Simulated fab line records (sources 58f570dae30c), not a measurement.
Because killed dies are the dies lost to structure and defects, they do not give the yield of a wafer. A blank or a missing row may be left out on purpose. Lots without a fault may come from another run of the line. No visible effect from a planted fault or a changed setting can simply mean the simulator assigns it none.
Matching of chambers | flow berkeleyCmos170 | UCB170_V2_CMP_02 on cmp-01: 4 sister chambers
The step polishes SiO2. 4 wafers are shown with their chamber, then 12 later ones without.

## WAFERS PAIRED WITH THEIR CHAMBERS
wafer  | chamber | motorCurrentA (A)
L875.5 | 3       | 16.0
L876.1 | 1       | 17.1
L878.1 | 2       | 13.6
L878.5 | 0       | 17.1

## WAFERS WITH NO CHAMBER GIVEN
wafer  | motorCurrentA (A)
L879.1 | 18.4
L879.2 | 16.1
L879.3 | 16.5
L877.3 | 16.5
L877.4 | 13.4
L877.6 | 17.0
L884.4 | 17.0
L884.5 | 13.4
L884.6 | 16.8
L883.1 | 13.2
L883.4 | 15.8
L883.5 | 16.2

## WHICH CHAMBER EACH ONE RAN IN
wafer  | from the rows above          | in truth
L879.1 | can't be placed: 0 or 1      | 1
L879.2 | can't be placed: 3 or 0 or 1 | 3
L879.3 | can't be placed: 3 or 0 or 1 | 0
L877.3 | can't be placed: 3 or 0 or 1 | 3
L877.4 | 2                            | 2
L877.6 | can't be placed: 0 or 1 or 3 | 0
L884.4 | can't be placed: 0 or 1 or 3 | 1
L884.5 | 2                            | 2
L884.6 | can't be placed: 0 or 1 or 3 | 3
L883.1 | 2                            | 2
L883.4 | 3                            | 3
L883.5 | can't be placed: 3 or 0 or 1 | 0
Placed correctly: 4 of 12. Can't be placed from these rows: 8 (the true chamber is among the candidates in 8). Placed wrongly: 0.
How it was worked out, from the rows above alone: a wafer's distance from a chamber is the root of the sum, over the readings, of the square of ((its reading less the chamber's mean) divided by the reading's scatter). The wafer belongs to the nearest chamber; if the next one is less than 2 further off, it can't be placed. Each chamber's mean is taken over the wafers shown for it. The scatter: with one shown wafer a chamber, the root of the mean of the squares of how far each hidden wafer lies from its nearest shown one.
